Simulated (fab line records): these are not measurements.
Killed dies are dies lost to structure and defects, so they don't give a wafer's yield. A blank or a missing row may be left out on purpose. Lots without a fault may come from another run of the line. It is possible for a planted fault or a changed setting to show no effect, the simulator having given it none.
The tool behind it: which one? :: flow berkeley-cmos170 :: 7 lots with 21 wafers sampled at 3 steps, on a route of 331 steps

WHAT THE GAUGES READ, wafer by wafer
UCB170_NWELL_THK_MEAS_02.
lot: L201
measured: day 2 15:29
on: film-metro-04
NWELL_OXIDE_THK (nm): 26.2 26.2 26.3

lot: L203
measured: day 2 19:50
on: film-metro-01
NWELL_OXIDE_THK (nm): 25.8 26.6 26.1

lot: L211
measured: day 4 08:07
on: film-metro-04
NWELL_OXIDE_THK (nm): 26.4 26.3 26.5

lot: L216
measured: day 5 11:01
on: film-metro-02
NWELL_OXIDE_THK (nm): 26.8 26.3 27.2

lot: L219
measured: day 6 02:43
on: film-metro-02
NWELL_OXIDE_THK (nm): 26.6 26.5 26.6

lot: L221
measured: day 6 13:01
on: film-metro-02
NWELL_OXIDE_THK (nm): 26.8 26.7 26.6

EACH LOT AND THE TOOL THAT RAN IT (in order: tool; ch and the chambers of the sampled wafers; start)
lot: L201
UCB170_START_OXIDATION_02: furnace-01 ch 0, day 2 01:43
UCB170_ZERO_STRIP_07: plasma-asher-03 ch 0,1, day 2 11:12

lot: L203
UCB170_START_OXIDATION_02: furnace-04 ch 0, day 2 10:10
UCB170_ZERO_STRIP_07: plasma-asher-04 ch 0,1, day 2 15:55

lot: L211
UCB170_START_OXIDATION_02: furnace-04 ch 0, day 3 23:46
UCB170_ZERO_STRIP_07: plasma-asher-03 ch 0,1, day 4 04:58

lot: L213
UCB170_START_OXIDATION_02: furnace-04, day 4 09:06
UCB170_ZERO_STRIP_07: -

lot: L216
UCB170_START_OXIDATION_02: furnace-03 ch 0, day 5 00:43
UCB170_ZERO_STRIP_07: plasma-asher-04 ch 0,1, day 5 06:56

lot: L219
UCB170_START_OXIDATION_02: furnace-04 ch 0, day 5 16:20
UCB170_ZERO_STRIP_07: plasma-asher-04 ch 0,1, day 5 23:40

lot: L221
UCB170_START_OXIDATION_02: furnace-01 ch 0, day 6 02:18
UCB170_ZERO_STRIP_07: plasma-asher-04 ch 0,1, day 6 09:44
- UCB170_START_OXIDATION_02: target thk 20 nm, ox time 1800 s.
- UCB170_ZERO_STRIP_07: strips in O2.

THE ANSWER, worked out from the rows above alone
Rule: usual is defined by the lots themselves. Put in order of their means at a reading, lots are off if they are a third of the lots or fewer, leave a main group of 4 or more, and stand apart from it by a gap of 3 or more times the standard deviation of the main group's means; of several such gaps the widest counts. If all means in a main group match to the digits the tables above print for the reading, that group is not used. A lot without any number at a reading at which 4 lots or more have one is off too. Any other lot the step has rows for is counted as sound.
No lot is off at any reading shown: from this, nothing can be told.

WHAT THE SIMULATOR HAD INSERTED
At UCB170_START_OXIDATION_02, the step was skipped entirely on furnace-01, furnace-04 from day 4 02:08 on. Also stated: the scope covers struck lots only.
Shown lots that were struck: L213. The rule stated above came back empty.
